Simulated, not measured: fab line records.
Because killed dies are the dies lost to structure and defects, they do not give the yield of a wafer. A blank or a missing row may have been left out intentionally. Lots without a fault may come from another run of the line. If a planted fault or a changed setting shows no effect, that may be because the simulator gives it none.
fab line records	flow rit_cmos	part 1 of 2: steps 1 to 34 of 49
record lots=5	wafers=15	last_day=7
route steps=202 shown GATE@78 FOX2@80 REOX@98 NLDD@103 PLDD@114 SPACER@125
lots untouched by any fault: they come from a run of this same line in which no faults occurred
start_h: hours from the record's first day to the start of the lot's first wafer shown	wait_h: time in hours since the lot's previous step	" repeats the value in the row above	L1.1+2: one row covering several wafers at once	- either no value or no given start	* or withheld: withheld	< > ~ a bound
route shown NAME@n: a module of which the file shows steps, and the number in the route of the first	usual: the fault-free wafers' mean and standard deviation	same: alike in all rows	chamber/n: place in a boat	sites: the reading at each site	_std_site: the standard deviation of these	_edge_site: the outer-site mean with the inner-site mean subtracted	radius_mm: for every site, how far away it sits from the centre of the wafer	mask NAME#n: copy n	behind: the most recent tool/chamber to have shaped the wafer	hold: the reason the lot was held/the length of the hold in hours/how it ended	device: the transistor (n, p or np) that didn't switch	end of line: the tests these same wafers got at the end of their route	step lacking rows: just its recipe	killed: dies that structure and defects cost at the first sort, which is not the same as the wafer's yield	map: a wafer's dies, marking killed ones x, the rest . and places with no die _
set.NAME: the setting as run; set.NAME@STEP: as run at that earlier step	model.NAME: the simulator's own value behind a step, which no gauge read
certain route steps with their lots: each step a table, each wafer a row
services: from which hour (start_h, from the record's first day; less than 0 if before it) a tool's chamber was out of use, for how many hours, and why
## steps
# step RIT_GATE_CLEAN_03
# recipe chemistry=SC2	mix=3:3:50	time_s=600	temp_c=75	dry=n2_spin
lot.wafer	tool	chamber	start_h	wait_h
L080.1+2+5	wet_bench-02	1	65.91	0.0
L083.3+4+6	wet_bench-01	2	84.48	0.0
L085.1+4+5	wet_bench-02	3	92.57	0.0
L089.1+4+5	wet_bench-03	0	113.66	0.0
L093.1+3+4	wet_bench-03	0	131.87	0.0
# step RIT_GATE_CLEAN_04
# recipe chemistry=dHF	dilution=50:1	time_s=60	dry=n2_spin
lot.wafer	tool	chamber	start_h	wait_h
L080.1+2+5	wet_bench-03	1	66.10	0.0
L083.3+4+6	wet_bench-03	0	84.66	0.0
L085.1+4+5	wet_bench-01	3	92.74	0.0
L089.1+4+5	wet_bench-02	3	113.83	0.0
L093.1+3+4	wet_bench-02	0	132.04	0.0
# step RIT_FOX2_THK_MEAS_91
# recipe reads=SiO2_of_FOX2_OXIDATION_00
# usual FIELD_OXIDE_LEFT_2_THK=257/6.4
lot.wafer	tool	chamber	start_h	wait_h	FIELD_OXIDE_LEFT_2_THK[nm]
L080.1	film_metro-04	-	66.13	0.0	261
L080.2	"	-	"	"	261
L080.5	"	-	"	"	267
L083.3	film_metro-03	-	84.70	0.0	248
L083.4	"	-	"	"	254
L083.6	"	-	"	"	249
L085.1	film_metro-01	-	92.77	0.0	250
L085.4	"	-	"	"	252
L085.5	"	-	"	"	251
L089.1	film_metro-01	-	113.86	0.0	261
L089.4	"	-	"	"	261
L089.5	"	-	"	"	257
L093.1	film_metro-01	-	132.07	0.0	256
L093.3	"	-	"	"	253
L093.4	"	-	"	"	258
# step RIT_GATE_OXIDATION_05
# recipe temp_c=893.1	ambient=O2	target_thk_a=30	ox_time_s=270
# usual spike_tc_centre_C=896.3/1.2
lot.wafer	tool	chamber	start_h	wait_h	spike_tc_centre_C
L080.1	furnace-03	0	66.76	0.6	896.6
L080.2	"	0	"	"	897.3
L080.5	"	0	"	"	896.7
L083.3	furnace-01	0	84.74	0.0	894.9
L083.4	"	0	"	"	896.6
L083.6	"	0	"	"	895.5
L085.1	furnace-03	0	93.83	1.1	897.2
L085.4	"	0	"	"	895.9
L085.5	"	0	"	"	895.5
L089.1	furnace-01	0	114.74	0.9	895.5
L089.4	"	0	"	"	894.3
L089.5	"	0	"	"	896.8
L093.1	furnace-03	0	135.92	3.8	895.3
L093.3	"	0	"	"	894.8
L093.4	"	0	"	"	897.3
# step RIT_GATE_ANNEAL_06
# recipe temp_c=900	time_s=600	ambient=N2O
# usual spike_tc_centre_C=903.1/1.2
lot.wafer	tool	chamber	start_h	wait_h	spike_tc_centre_C
L080.1	furnace-03	0	68.08	0.2	904.2
L080.2	"	0	"	"	901.7
L080.5	"	0	"	"	901.4
L083.3	furnace-04	0	88.73	2.9	905.4
L083.4	"	0	"	"	902.7
L083.6	"	0	"	"	903.9
L085.1	furnace-01	0	95.39	0.5	902.4
L085.4	"	0	"	"	903.2
L085.5	"	0	"	"	900.2
L089.1	furnace-03	0	117.09	1.3	901.5
L089.4	"	0	"	"	903.5
L089.5	"	0	"	"	902.7
L093.1	furnace-04	0	140.45	3.5	905.0
L093.3	"	0	"	"	903.6
L093.4	"	0	"	"	904.6
# step RIT_GATE_THK_MEAS_07
# recipe reads=SiO2_of_GATE_OXIDATION_05
# usual GATE_OXIDE_THK=2.77/0.053
lot.wafer	tool	chamber	start_h	wait_h	GATE_OXIDE_THK[nm]
L080.1	film_metro-04	-	68.33	0.0	2.75
L080.2	"	-	"	"	2.72
L080.5	"	-	"	"	2.68
L083.3	film_metro-03	-	89.00	0.0	2.75
L083.4	"	-	"	"	2.76
L083.6	"	-	"	"	2.78
L085.1	film_metro-03	-	95.64	0.0	2.85
L085.4	"	-	"	"	2.85
L085.5	"	-	"	"	2.83
L089.1	film_metro-04	-	117.34	0.0	2.76
L089.4	"	-	"	"	2.78
L089.5	"	-	"	"	2.77
L093.1	film_metro-04	-	140.70	0.0	2.70
L093.3	"	-	"	"	2.72
L093.4	"	-	"	"	2.71
# step RIT_GATE_CVD_08
# recipe material=poly-Si	target_thk_nm=250	temp_c=610	precursor=SiH4	time_s=2220	pressure_mtorr=300	sih4_flow_sccm=100
# usual spike_tc_centre_C=614.0/1.1
lot.wafer	tool	chamber	start_h	wait_h	spike_tc_centre_C
L080.1	lpcvd-02	0	68.44	0.1	613.7
L080.2	"	0	"	"	611.3
L080.5	"	0	"	"	613.2
L083.3	lpcvd-02	1	89.04	0.0	613.7
L083.4	"	1	"	"	614.9
L083.6	"	1	"	"	615.0
L085.1	lpcvd-02	1	96.03	0.4	613.4
L085.4	"	1	"	"	613.6
L085.5	"	1	"	"	613.7
L089.1	lpcvd-02	1	119.52	2.2	615.7
L089.4	"	1	"	"	613.1
L089.5	"	1	"	"	614.7
L093.1	lpcvd-02	1	141.12	0.4	612.8
L093.3	"	1	"	"	614.5
L093.4	"	1	"	"	614.5
# step RIT_GATE_THK_MEAS_09
# recipe reads=poly-Si_of_GATE_CVD_08
# usual GATE_POLY_THK=249.9/2.2
lot.wafer	tool	chamber	start_h	wait_h	GATE_POLY_THK[nm]
L080.1	film_metro-04	-	70.05	0.0	250.6
L080.2	"	-	"	"	252.2
L080.5	"	-	"	"	252.0
L083.3	film_metro-04	-	91.48	0.0	247.3
L083.4	"	-	"	"	249.5
L083.6	"	-	"	"	246.7
L085.1	film_metro-04	-	98.46	0.0	249.2
L085.4	"	-	"	"	250.6
L085.5	"	-	"	"	249.7
L089.1	film_metro-04	-	121.94	0.0	251.2
L089.4	"	-	"	"	250.1
L089.5	"	-	"	"	250.3
L093.1	film_metro-04	-	144.76	0.0	248.6
L093.3	"	-	"	"	254.1
L093.4	"	-	"	"	251.4
# step RIT_GATE_HMDS_10
# recipe prime_time_s=60	prime_temp_c=140
lot.wafer	tool	chamber	start_h	wait_h
L080.1+2+5	litho_track-02	0	70.11	0.1
L083.3+4+6	litho_track-01	0	91.57	0.1
L085.1+4+5	litho_track-02	0	98.52	0.1
L089.1+4+5	litho_track-04	0	122.00	0.1
L093.1+3+4	litho_track-02	0	144.82	0.1
# step RIT_GATE_COAT_11
# recipe resist=NOVOLAK	spin_rpm=4250	resist_thk_nm=850
lot.wafer	tool	chamber	start_h	wait_h
L080.1+2+5	litho_track-02	0	70.26	0.1
L083.3+4+6	litho_track-01	0	91.72	0.1
L085.1+4+5	litho_track-02	0	98.67	0.1
L089.1+4+5	litho_track-04	0	122.15	0.1
L093.1+3+4	litho_track-02	0	144.97	0.1
# step RIT_GATE_SOFTBAKE_12
# recipe resist=NOVOLAK	temp_c=90	time_s=60
lot.wafer	tool	chamber	start_h	wait_h
L080.1+2+5	litho_track-02	0	70.41	0.1
L083.3+4+6	litho_track-01	0	91.87	0.1
L085.1+4+5	litho_track-02	0	98.82	0.1
L089.1+4+5	litho_track-04	0	122.30	0.1
L093.1+3+4	litho_track-02	0	145.12	0.1
# step RIT_GATE_EXPOSE_13
# recipe mask_id=M6	na=0.6	source_shape=conventional	sigma_outer=0.6	target_cd_nm=150	dose_mj=380
lot.wafer	tool	chamber	start_h	wait_h	mask
L080.1+2+5	iline_stepper-01	0	70.56	0.1	M6#0
L083.3+4+6	iline_stepper-01	0	92.13	0.2	M6#0
L085.1+4+5	iline_stepper-02	0	99.09	0.2	M6#0
L089.1+4+5	iline_stepper-01	0	122.45	0.1	M6#0
L093.1+3+4	iline_stepper-01	0	145.27	0.1	M6#0
# step RIT_GATE_PEB_14
# recipe resist=NOVOLAK	temp_c=withheld	time_s=withheld
lot.wafer	tool	chamber	start_h	wait_h
L080.1+2+5	litho_track-02	0	70.68	0.1
L083.3+4+6	litho_track-02	0	92.26	0.1
L085.1+4+5	litho_track-04	0	99.21	0.1
L089.1+4+5	litho_track-02	0	122.58	0.1
L093.1+3+4	litho_track-01	0	145.38	0.1
# step RIT_GATE_DEVELOP_15
# recipe resist=NOVOLAK	develop_time_s=50	dev_temp_c=23
lot.wafer	tool	chamber	start_h	wait_h
L080.1+2+5	litho_track-02	0	-	-
L083.3+4+6	litho_track-02	0	-	-
L085.1+4+5	litho_track-04	0	-	-
L089.1+4+5	litho_track-02	0	-	-
L093.1+3+4	litho_track-01	0	-	-
# step RIT_GATE_CD_MEAS_16
# recipe target_cd_nm=150
# usual cd_nm=149.4/1.9
lot.wafer	tool	chamber	start_h	wait_h	cd_nm
L080.1	cd_sem-02	-	70.96	-	150.8
L080.2	"	-	"	"	151.0
L080.5	"	-	"	"	152.1
L083.3	cd_sem-01	-	92.54	-	145.7
L083.4	"	-	"	"	148.8
L083.6	"	-	"	"	147.9
L085.1	cd_sem-01	-	99.49	-	148.4
L085.4	"	-	"	"	148.4
L085.5	"	-	"	"	150.9
L089.1	cd_sem-01	-	122.86	-	150.7
L089.4	"	-	"	"	150.5
L089.5	"	-	"	"	151.3
L093.1	cd_sem-01	-	145.67	-	148.8
L093.3	"	-	"	"	146.2
L093.4	"	-	"	"	147.0
# step RIT_GATE_OVL_MEAS_17
# usual GATE_OVL=-0.2/1.3
lot.wafer	tool	chamber	start_h	wait_h	GATE_OVL[nm]
L080.1	overlay-02	-	71.08	0.1	-1.1
L080.2	"	-	"	"	-3.0
L080.5	"	-	"	"	-2.1
L083.3	overlay-01	-	92.63	0.1	0.4
L083.4	"	-	"	"	0.7
L083.6	"	-	"	"	0.1
L085.1	overlay-02	-	99.61	0.1	-2.2
L085.4	"	-	"	"	-0.5
L085.5	"	-	"	"	-2.1
L089.1	overlay-02	-	122.98	0.1	1.0
L089.4	"	-	"	"	0.7
L089.5	"	-	"	"	1.6
L093.1	overlay-02	-	145.79	0.1	0.0
L093.3	"	-	"	"	1.0
L093.4	"	-	"	"	0.3
# step RIT_GATE_HARDBAKE_18
# recipe resist=NOVOLAK	temp_c=140	time_s=60
lot.wafer	tool	chamber	start_h	wait_h
L080.1+2+5	litho_track-02	0	71.12	0.0
L083.3+4+6	litho_track-04	0	92.70	0.1
L085.1+4+5	litho_track-04	0	99.65	0.0
L089.1+4+5	litho_track-01	0	123.02	0.0
L093.1+3+4	litho_track-01	0	145.82	0.0
# step RIT_GATE_ETCH_19
# recipe chemistry=SF6/CHF3/O2	time_s=165	SF6_flow_sccm=30	CHF3_flow_sccm=30	O2_flow_sccm=5	target=poly-Si	pressure_mtorr=40	rf_w=166.1	target_depth_a=3125	over_etch_frac=0.25	stop_on=SiO2
# usual drypump_motor_current_A=5.8/0.49	oes_product_au=0.849/0.011	throttle_valve_pct=10.20/0.1
lot.wafer	tool	chamber	start_h	wait_h	drypump_motor_current_A	oes_product_au	rf_hours_counter_h	throttle_valve_pct
L080.1	rie_si-02	0	71.27	0.1	5.2	0.847	86	10.20
L080.2	"	3	"	"	5.0	0.848	95	10.20
L080.5	"	1	"	"	6.5	0.848	-	10.15
L083.3	rie_si-01	3	92.80	0.1	5.5	0.850	1	10.14
L083.4	"	1	"	"	5.6	0.841	-	10.22
L083.6	"	3	"	"	5.5	0.847	-	10.15
L085.1	rie_si-01	0	99.80	0.1	6.3	0.837	0	10.47
L085.4	"	3	"	"	5.5	0.859	-	10.15
L085.5	"	0	"	"	6.3	0.839	-	10.47
L089.1	rie_si-01	0	123.17	0.1	6.4	0.839	1	10.46
L089.4	"	1	"	"	5.7	0.849	3	10.22
L089.5	"	2	"	"	5.6	0.838	-	10.11
L093.1	rie_si-01	2	145.97	0.1	5.6	0.845	0	10.10
L093.3	"	3	"	"	5.5	0.868	2	10.14
L093.4	"	0	"	"	6.3	0.844	1	10.48
# step RIT_GATE_STRIP_20
# recipe chemistry=O2	time_s=180	resist=NOVOLAK	platen_temp_c=withheld	power_w=500	pressure_mtorr=4000	o2_flow_sccm=4000
# usual drypump_motor_current_A=5.9/0.4	rf_refl_power_W=6.7/1.3
lot.wafer	tool	chamber	start_h	wait_h	drypump_motor_current_A	rf_hours_counter_h	rf_refl_power_W
L080.1	plasma_asher-03	0	71.38	0.1	6.2	27	7.1
L080.2	"	1	"	"	5.4	27	7.3
L080.5	"	0	"	"	6.1	-	7.0
L083.3	plasma_asher-03	0	92.97	0.1	6.1	-	6.9
L083.4	"	1	"	"	5.4	-	7.4
L083.6	"	1	"	"	5.5	-	7.5
L085.1	plasma_asher-03	0	99.91	0.1	6.1	31	7.1
L085.4	"	0	"	"	6.1	-	7.1
L085.5	"	0	"	"	6.2	-	7.0
L089.1	plasma_asher-04	0	123.27	0.1	5.1	51	7.5
L089.4	"	0	"	"	5.1	-	8.1
L089.5	"	1	"	"	6.2	-	7.2
L093.1	plasma_asher-04	0	146.08	0.1	5.1	53	8.2
L093.3	"	0	"	"	5.1	-	7.5
L093.4	"	1	"	"	6.2	-	7.8
# step RIT_GATE_CD_MEAS_90
# recipe target_cd_nm=150
# usual cd_nm=149.3/1.8
lot.wafer	tool	chamber	start_h	wait_h	cd_nm
L080.1	cd_sem-01	-	71.55	0.1	150.4
L080.2	"	-	"	"	151.1
L080.5	"	-	"	"	152.1
L083.3	cd_sem-02	-	93.12	0.1	145.9
L083.4	"	-	"	"	148.6
L083.6	"	-	"	"	147.9
L085.1	cd_sem-02	-	100.08	0.1	148.3
L085.4	"	-	"	"	148.6
L085.5	"	-	"	"	150.5
L089.1	cd_sem-01	-	123.45	0.1	150.0
L089.4	"	-	"	"	150.7
L089.5	"	-	"	"	151.1
L093.1	cd_sem-02	-	146.26	0.1	148.0
L093.3	"	-	"	"	146.9
L093.4	"	-	"	"	147.0
# step RIT_REOX_CLEAN_00
# recipe chemistry=SC1	mix=3:3:50	time_s=600	temp_c=75
lot.wafer	tool	chamber	start_h	wait_h
L080.1+2+5	wet_bench-01	0	71.67	0.1
L083.3+4+6	wet_bench-04	2	93.20	0.1
L085.1+4+5	wet_bench-04	1	100.20	0.1
L089.1+4+5	wet_bench-03	0	123.57	0.1
L093.1+3+4	wet_bench-03	2	146.38	0.1
# step RIT_REOX_CLEAN_01
# recipe chemistry=dHF	dilution=50:1	time_s=30
lot.wafer	tool	chamber	start_h	wait_h
L080.1+2+5	wet_bench-04	1	71.85	0.0
L083.3+4+6	wet_bench-03	1	93.40	0.0
L085.1+4+5	wet_bench-01	3	100.38	0.0
L089.1+4+5	wet_bench-01	0	123.74	0.0
L093.1+3+4	wet_bench-01	2	146.55	0.0
# step RIT_REOX_CLEAN_02
# recipe chemistry=SC2	mix=3:3:50	time_s=600	temp_c=75	dry=n2_spin
lot.wafer	tool	chamber	start_h	wait_h
L080.1+2+5	wet_bench-03	2	71.86	0.0
L083.3+4+6	wet_bench-01	0	93.41	0.0
L085.1+4+5	wet_bench-04	2	100.39	0.0
L089.1+4+5	wet_bench-04	0	123.76	0.0
L093.1+3+4	wet_bench-04	3	146.57	0.0
# step RIT_REOX_OXIDATION_03
# recipe temp_c=900	ambient=O2	target_thk_a=252	ox_time_s=5580
# usual spike_tc_centre_C=903.0/1.1
lot.wafer	tool	chamber	start_h	wait_h	spike_tc_centre_C
L080.1	furnace-01	0	73.40	1.3	903.4
L080.2	"	0	"	"	904.7
L080.5	"	0	"	"	903.6
L083.3	furnace-04	0	94.86	1.3	905.2
L083.4	"	0	"	"	904.2
L083.6	"	0	"	"	902.2
L085.1	furnace-01	0	103.98	3.4	903.3
L085.4	"	0	"	"	902.4
L085.5	"	0	"	"	901.2
L089.1	furnace-03	0	123.99	0.1	904.0
L089.4	"	0	"	"	903.4
L089.5	"	0	"	"	902.1
L093.1	furnace-03	0	149.33	2.6	901.9
L093.3	"	0	"	"	903.8
L093.4	"	0	"	"	903.5
# step RIT_REOX_THK_MEAS_04
# recipe reads=SiO2_of_REOX_OXIDATION_03
# usual REOX_OXIDE_THK=25.2/0.46
lot.wafer	tool	chamber	start_h	wait_h	REOX_OXIDE_THK[nm]
L080.1	film_metro-01	-	75.95	0.0	24.8
L080.2	"	-	"	"	24.5
L080.5	"	-	"	"	25.0
L083.3	film_metro-02	-	97.43	0.0	25.0
L083.4	"	-	"	"	25.8
L083.6	"	-	"	"	25.9
L085.1	film_metro-02	-	106.53	0.0	24.3
L085.4	"	-	"	"	24.8
L085.5	"	-	"	"	24.7
L089.1	film_metro-04	-	126.54	0.0	25.1
L089.4	"	-	"	"	25.5
L089.5	"	-	"	"	25.6
L093.1	film_metro-02	-	151.88	0.0	24.5
L093.3	"	-	"	"	24.7
L093.4	"	-	"	"	24.5
# step RIT_NLDD_HMDS_00
# recipe prime_time_s=60	prime_temp_c=140
lot.wafer	tool	chamber	start_h	wait_h
L080.1+2+5	litho_track-03	0	76.01	0.1
L083.3+4+6	litho_track-01	0	97.52	0.1
L085.1+4+5	litho_track-02	0	106.59	0.1
L089.1+4+5	litho_track-01	0	126.60	0.1
L093.1+3+4	litho_track-01	0	151.94	0.1
# step RIT_NLDD_COAT_01
# recipe resist=NOVOLAK	spin_rpm=3250	resist_thk_nm=1000
lot.wafer	tool	chamber	start_h	wait_h
L080.1+2+5	litho_track-03	0	76.16	0.1
L083.3+4+6	litho_track-01	0	97.67	0.1
L085.1+4+5	litho_track-02	0	106.74	0.1
L089.1+4+5	litho_track-01	0	126.75	0.1
L093.1+3+4	litho_track-01	0	152.09	0.1
# step RIT_NLDD_SOFTBAKE_02
# recipe resist=NOVOLAK	temp_c=90	time_s=60
lot.wafer	tool	chamber	start_h	wait_h
L080.1+2+5	litho_track-03	0	76.31	0.1
L083.3+4+6	litho_track-01	0	97.82	0.1
L085.1+4+5	litho_track-02	0	106.89	0.1
L089.1+4+5	litho_track-01	0	126.90	0.1
L093.1+3+4	litho_track-01	0	152.24	0.1
# step RIT_NLDD_EXPOSE_03
# recipe mask_id=M7	na=0.57	target_cd_nm=40700	dose_mj=250
lot.wafer	tool	chamber	start_h	wait_h	mask
L080.1+2+5	iline_stepper-02	0	76.58	0.2	M7#0
L083.3+4+6	iline_stepper-02	0	97.96	0.1	M7#0
L085.1+4+5	iline_stepper-01	0	107.16	0.2	M7#0
L089.1+4+5	iline_stepper-02	0	127.05	0.1	M7#0
L093.1+3+4	iline_stepper-01	0	152.39	0.1	M7#0
# step RIT_NLDD_PEB_04
# recipe resist=NOVOLAK	temp_c=withheld	time_s=withheld
lot.wafer	tool	chamber	start_h	wait_h
L080.1+2+5	litho_track-02	0	76.70	0.1
L083.3+4+6	litho_track-02	0	98.09	0.1
L085.1+4+5	litho_track-01	0	107.28	0.1
L089.1+4+5	litho_track-01	0	127.16	0.1
L093.1+3+4	litho_track-01	0	152.51	0.1
# step RIT_NLDD_DEVELOP_05
# recipe resist=NOVOLAK	develop_time_s=50	dev_temp_c=23
lot.wafer	tool	chamber	start_h	wait_h
L080.1+2+5	litho_track-02	0	-	-
L083.3+4+6	litho_track-02	0	-	-
L085.1+4+5	litho_track-01	0	-	-
L089.1+4+5	litho_track-01	0	-	-
L093.1+3+4	litho_track-01	0	-	-
# step RIT_NLDD_OVL_MEAS_06
# usual NLDD_OVL=0.3/1.4
lot.wafer	tool	chamber	start_h	wait_h	NLDD_OVL[nm]
L080.1	overlay-02	-	76.98	-	-1.5
L080.2	"	-	"	"	0.1
L080.5	"	-	"	"	1.3
L083.3	overlay-01	-	98.33	-	0.1
L083.4	"	-	"	"	0.1
L083.6	"	-	"	"	-0.9
L085.1	overlay-02	-	107.56	-	-0.2
L085.4	"	-	"	"	-1.8
L085.5	"	-	"	"	-0.9
L089.1	overlay-01	-	127.45	-	1.5
L089.4	"	-	"	"	2.2
L089.5	"	-	"	"	0.7
L093.1	overlay-02	-	152.79	-	0.9
L093.3	"	-	"	"	-1.8
L093.4	"	-	"	"	0.8
# step RIT_NLDD_HARDBAKE_07
# recipe resist=NOVOLAK	temp_c=140	time_s=60
lot.wafer	tool	chamber	start_h	wait_h
L080.1+2+5	litho_track-02	0	77.02	0.0
L083.3+4+6	litho_track-01	0	98.41	0.1
L085.1+4+5	litho_track-02	0	107.60	0.0
L089.1+4+5	litho_track-01	0	127.48	0.0
L093.1+3+4	litho_track-02	0	152.97	0.2
# step RIT_NLDD_IMPLANT_08
# recipe species=P	energy_kev=20	dose_cm2=5e+14	tilt_deg=7
# usual beam_on_s=9.99/0.2
lot.wafer	tool	chamber	start_h	wait_h	beam_on_s
L080.1	implanter-03	0	77.17	0.1	9.94
L080.2	"	0	"	"	9.95
L080.5	"	0	"	"	10.02
L083.3	implanter-02	0	98.56	0.1	9.78
L083.4	"	0	"	"	9.88
L083.6	"	0	"	"	9.95
L085.1	implanter-04	0	107.75	0.1	9.64
L085.4	"	0	"	"	10.15
L085.5	"	0	"	"	10.12
L089.1	implanter-03	0	127.63	0.1	10.08
L089.4	"	0	"	"	10.04
L089.5	"	0	"	"	10.18
L093.1	implanter-04	0	153.12	0.1	9.80
L093.3	"	0	"	"	9.69
L093.4	"	0	"	"	10.34
